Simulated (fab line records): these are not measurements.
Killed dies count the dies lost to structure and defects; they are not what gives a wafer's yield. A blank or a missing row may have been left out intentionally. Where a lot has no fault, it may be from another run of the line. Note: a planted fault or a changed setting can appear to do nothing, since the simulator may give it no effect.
One fault seen from 2 desks || flow berkeley-cmos170 || what lay behind the numbers comes last; until then each desk has only its own

METROLOGY DESK
What the gauges read for every lot (on any tool): the sampled wafers with a number, averaged. Marked OUT: a lot whose mean sits more than 4 standard deviations from the usual mean, which makes it out of limits; the brackets give that distance.
Columns: A = V1_POLISHED_THK at UCB170_V1_THK_MEAS_04, usual 999.6 nm; B = V2_TEOS_THK at UCB170_V2_THK_MEAS_01, usual 2080 nm; C = V2_OVL at UCB170_V2_OVL_MEAS_13, usual 0 nm
{"lot": "L643", "first seen here": "day 8 12:14", "A": 1000.7, "B": 2065, "C": 8}
{"lot": "L647", "first seen here": "day 8 20:56", "A": 1000.2, "B": 2089, "C": -1}
{"lot": "L648", "first seen here": "day 8 22:17", "A": 997.9, "B": 2098, "C": -9}
{"lot": "L645", "first seen here": "day 8 23:37", "A": 998.8, "B": 2072, "C": -5}
{"lot": "L651", "first seen here": "day 9 22:27", "A": 1000.2, "B": 2094, "C": -5}
{"lot": "L652", "first seen here": "day 10 01:07", "A": 1001.8, "B": 2080, "C": 1}
{"lot": "L653", "first seen here": "day 10 02:26", "A": 1000.0, "B": 2101, "C": 5}
{"lot": "L654", "first seen here": "day 10 02:44", "A": 999.0, "B": 2099, "C": -4}
{"lot": "L655", "first seen here": "day 10 04:35", "A": 999.5, "B": 2080, "C": 4}
{"lot": "L656", "first seen here": "day 11 01:52", "A": 1000.4, "B": 2063, "C": -3}
{"lot": "L662", "first seen here": "day 11 23:20", "A": 1001.8, "B": 2059, "C": -6}
{"lot": "L661", "first seen here": "day 12 00:45", "A": 997.0, "B": 2092, "C": -1}
{"lot": "L664", "first seen here": "day 12 23:40", "A": 998.9, "B": 2063, "C": -2}
{"lot": "L666", "first seen here": "day 13 01:40", "A": 998.9, "B": 2086, "C": 1}
Finding of this desk: none of the 14 lots has anything out of limits.

FOR THE TOOL OWNER'S DESK: plasma-asher-02
The tool's own readings at UCB170_NSD_STRIP_09 (strips in O2): means of the sampled wafers that have a number, for each lot that ran on this tool. Marked OUT: a lot whose mean sits more than 4 standard deviations from the usual mean, which makes it out of limits; the brackets give that distance.
Columns: A = drypump-motor-current-A at UCB170_NSD_STRIP_09, usual 5.6 A; B = oes-product-au at UCB170_NSD_STRIP_09, usual 0.534 a.u.; C = strip-time-to-endpoint-s at UCB170_NSD_STRIP_09, usual 35.82 s
{"lot": "L648", "first seen here": "day 8 10:19", "A": 5.0, "B": 0.535, "C": 35.77}
{"lot": "L651", "first seen here": "day 9 11:49", "A": 5.2, "B": 0.534, "C": 35.79}
{"lot": "L653", "first seen here": "day 9 12:32", "A": 4.7, "B": 0.534, "C": 35.82}
{"lot": "L655", "first seen here": "day 9 17:47", "A": 5.0, "B": 0.536, "C": 35.77}
{"lot": "L661", "first seen here": "day 11 10:55", "A": 5.5, "B": 0.535, "C": 35.75}
{"lot": "L664", "first seen here": "day 12 10:27", "A": 5.3, "B": 0.534, "C": 35.63}
Finding of this desk: none of the 6 lots has anything out of limits.

PUT TOGETHER
At the metrology desk, nothing out of limits was observed.
The desk of the tool owner found nothing out of limits.

WHAT HAD BEEN PUT IN BY THE SIMULATOR
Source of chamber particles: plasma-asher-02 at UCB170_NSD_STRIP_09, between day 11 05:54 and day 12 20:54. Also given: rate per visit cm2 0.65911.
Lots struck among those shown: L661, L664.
